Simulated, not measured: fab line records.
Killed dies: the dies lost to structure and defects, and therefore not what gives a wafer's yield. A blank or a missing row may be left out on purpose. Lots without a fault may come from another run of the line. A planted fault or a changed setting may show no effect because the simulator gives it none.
Split-lot trial | flow rit-cmos | on a route of 202 steps: 5 lots, 23 wafers read

## THE SPLIT
At RIT_NRETRO_COAT_01 (resist thk 1300 nm), the setting resist-thk-nm was moved away from the recipe's 1300 nm on 9 of the 23 wafers read, by +3.5% to +5.6%. For the rest of the wafers, this setting stayed at what the recipe calls for.

## FROM THE SPLIT TO THE READING: what the file shows between them, 3 steps
- RIT_NRETRO_SOFTBAKE_02: time 60 s
- RIT_NRETRO_EXPOSE_03: exposes mask M4, target cd 43900 nm
- RIT_NRETRO_DEVELOP_05: develop time 68 s

## THE READING
NOVOLAK_of_NRETRO_COAT_01.thk-nm (the simulator's own value, which no gauge read), in nm, at RIT_NRETRO_HARDBAKE_07 (time 120 s). No usual value for it is given in the file. Across the 14 wafers here that went through the recipe, the average is 1136 nm and the standard deviation 3.3 nm.

wafer  | tool, chamber at the split | resist-thk-nm as run, nm | against the recipe | NOVOLAK_of_NRETRO_COAT_01.thk-nm, nm | against lot-mates on the recipe
L076.1 | litho-track-02, 0          | 1300                     | recipe             | 1138                                 | -
L076.2 | litho-track-02, 0          | 1368                     | +5.2%              | 1193                                 | +56
L076.3 | litho-track-02, 0          | 1368                     | +5.2%              | 1198                                 | +60
L076.4 | litho-track-02, 0          | 1368                     | +5.2%              | 1196                                 | +58
L076.6 | litho-track-02, 0          | 1300                     | recipe             | 1137                                 | -
L077.1 | litho-track-02, 0          | 1300                     | recipe             | 1135                                 | -
L077.4 | litho-track-02, 0          | 1300                     | recipe             | 1135                                 | -
L077.3 | litho-track-02, 0          | 1300                     | recipe             | 1132                                 | -
L077.5 | litho-track-02, 0          | 1300                     | recipe             | 1136                                 | -
L077.6 | litho-track-02, 0          | 1300                     | recipe             | 1137                                 | -
L079.2 | litho-track-01, 0          | 1373                     | +5.6%              | 1203                                 | +62
L079.3 | litho-track-01, 0          | 1373                     | +5.6%              | 1203                                 | +62
L079.4 | litho-track-01, 0          | 1373                     | +5.6%              | 1206                                 | +64
L079.5 | litho-track-01, 0          | 1300                     | recipe             | 1141                                 | -
L079.6 | litho-track-01, 0          | 1300                     | recipe             | 1142                                 | -
L081.2 | litho-track-01, 0          | 1300                     | recipe             | 1139                                 | -
L081.3 | litho-track-01, 0          | 1345                     | +3.5%              | 1177                                 | +40
L081.5 | litho-track-01, 0          | 1345                     | +3.5%              | 1177                                 | +40
L081.4 | litho-track-01, 0          | 1345                     | +3.5%              | 1175                                 | +38
L081.6 | litho-track-01, 0          | 1300                     | recipe             | 1136                                 | -
L084.1 | litho-track-02, 0          | 1300                     | recipe             | 1132                                 | -
L084.3 | litho-track-02, 0          | 1300                     | recipe             | 1133                                 | -
L084.5 | litho-track-02, 0          | 1300                     | recipe             | 1130                                 | -

FIT RESULTS
A straight line over all 23 wafers: NOVOLAK_of_NRETRO_COAT_01.thk-nm changes by +11.8 nm for each +1% of resist-thk-nm; r = +0.99; the points scatter about the line by 3.1 nm.
The same after taking each lot's own level away (the mean of its wafers on the recipe; 23 wafers): +11.1 nm for each +1%; r = +1.00; scatter 1.5 nm.
On that fit, the largest move of resist-thk-nm shifts the reading by 63 nm.
From 1131.7 to 1141.5 nm: that is the span of the lots' own levels, equal to 3.0 times the standard deviation above.
So the lot-to-lot level changes the slope little: the two slopes agree.
Check: +62.7 nm against its lot-mates is what the line predicts for one of the wafers moved furthest among these (+5.6%) when that wafer is left out of the fit. Against them it came out at +61.5 nm.

## THE OTHER SPLITS THESE WAFERS WENT THROUGH
Before the reading, these wafers also passed through other splits. Each is held against what the fit with the lots' levels taken away leaves over:
other split on the same wafers  | wafers away from the commonest value | r with NOVOLAK_of_NRETRO_COAT_01.thk-nm (lot level and that fit taken away)
RIT_NWELL_IMPLANT_08 energy-kev | 7                                    | +0.22

## THE WHOLE CHAIN: every reading that the file lists as answering this split, in the file's order
step                   | what it does       | reading                                                                           | change (the file's fit)              | r (the file's)
RIT_NRETRO_COAT_01     | resist thk 1300 nm | NOVOLAK_of_NRETRO_COAT_01.thk-nm (the simulator's own value, which no gauge read) | +12.9 nm for each +1% of the setting | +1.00
RIT_NRETRO_HARDBAKE_07 | time 120 s         | NOVOLAK_of_NRETRO_COAT_01.thk-nm (the simulator's own value, which no gauge read) | +11.1 nm for each +1% of the setting | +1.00

## THE FILE'S OWN FIT
NOVOLAK_of_NRETRO_COAT_01.thk-nm changes by +11.1 nm for each +1% of resist-thk-nm, r = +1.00.
